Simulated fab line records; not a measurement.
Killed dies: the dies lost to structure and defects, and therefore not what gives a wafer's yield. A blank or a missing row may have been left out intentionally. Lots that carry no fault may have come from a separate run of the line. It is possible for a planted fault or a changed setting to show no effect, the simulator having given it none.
Problem report, 8D (eight disciplines) form, completed by code ; flow rit cmos ; the parts of the form that need people (team, actions taken, sign-off) are left out

1. WHAT IS WRONG
Wafers without a fault read 6.6, standard deviation 2.8; killed dies at RIT_M1_PROBE_99 reads a mean of 264.0 on 6 wafers belonging to 2 lots. That is +92 standard deviations from the usual mean.
The first sign was on wafer L789.1 at day 5 06:56, on prober-01. Wafers with a number at this step in the record: 42, from 14 lots. The rule behind "out" and "out of limits": a value lying over 4 standard deviations away from the usual mean. The rest of the wafers with a number are treated as sound.

2. WHAT IT IS AND WHAT IT IS NOT
question;is;is not
which readings at this step;killed dies, killed on rim;killed at contacts, killed at front end, killed open, killed short
which lots;L789, L791;L783, L786, L787, L788, L790, L792, L798, L799, L800, L801, L803, L804
which wafers of those lots;all that have a number;-
read on which tools;prober-01, prober-02;-
when;from day 5 06:56;"up to then (12 sound wafers); but 24 sound wafers of L790, L792, L798, L799, L800, L801, L803, L804 came after"

3. THE SUSPECTS, EACH WITH WHAT RULES IT OUT
Counting: a tool stays on the suspect list if, at a process step up to the reading, it processed all lots that are out and no sound lot following the first of them.
- plasma asher-03 at RIT_CONTACT_STRIP_12 (strips in O2, time 172.5 s): ruled out as a lasting fault. After its first lot that is out, L789 (day 5 02:01), sound lots L790, L804 ran on it.
Left after counting: nothing in the record.

4. THE CAUSE (what the simulator had put in)
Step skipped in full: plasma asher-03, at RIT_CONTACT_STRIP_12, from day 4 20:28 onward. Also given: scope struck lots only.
It was ruled out by counting, in error; the rule expects a fault to strike all lots run on its tool from its start on, and this fault did not.

5. SEQUENCE OF EFFECTS, ordered by route
One row per reading whose mean, taken over the struck wafers that have a number, lies over 3 standard deviations from the usual. Only readings whose record carries a usual standard deviation are examined. hours: median over the lots of the time between each lot's start at the first step of this table that gives one and its start at this step. sigmas: the change, counted in usual standard deviations.
hours;step;reading;usual;on struck wafers;change;sigmas
0;RIT_M1_PROBE_99;killed dies;6.6;264.0;+257.4;+92
0;RIT_M1_PROBE_99;killed on rim;1.8;70.0;+68.2;+49
Its process steps:
- RIT_M1_PROBE_99
Readings that are blank on the struck wafers while sound wafers have them: chamber pressure mTorr at RIT_CONTACT_STRIP_12; drypump motor current A at RIT_CONTACT_STRIP_12.

6. HOW IT WOULD HAVE BEEN CAUGHT EARLIER
First out-of-limits reading in this record: day 5 06:56, which is 10 hours after fault onset at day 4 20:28.
At RIT_CONTACT_STRIP_12 the tool's readings are blank on the struck wafers, where sound wafers have them: an empty tool record is the first sign, and it was there at once.
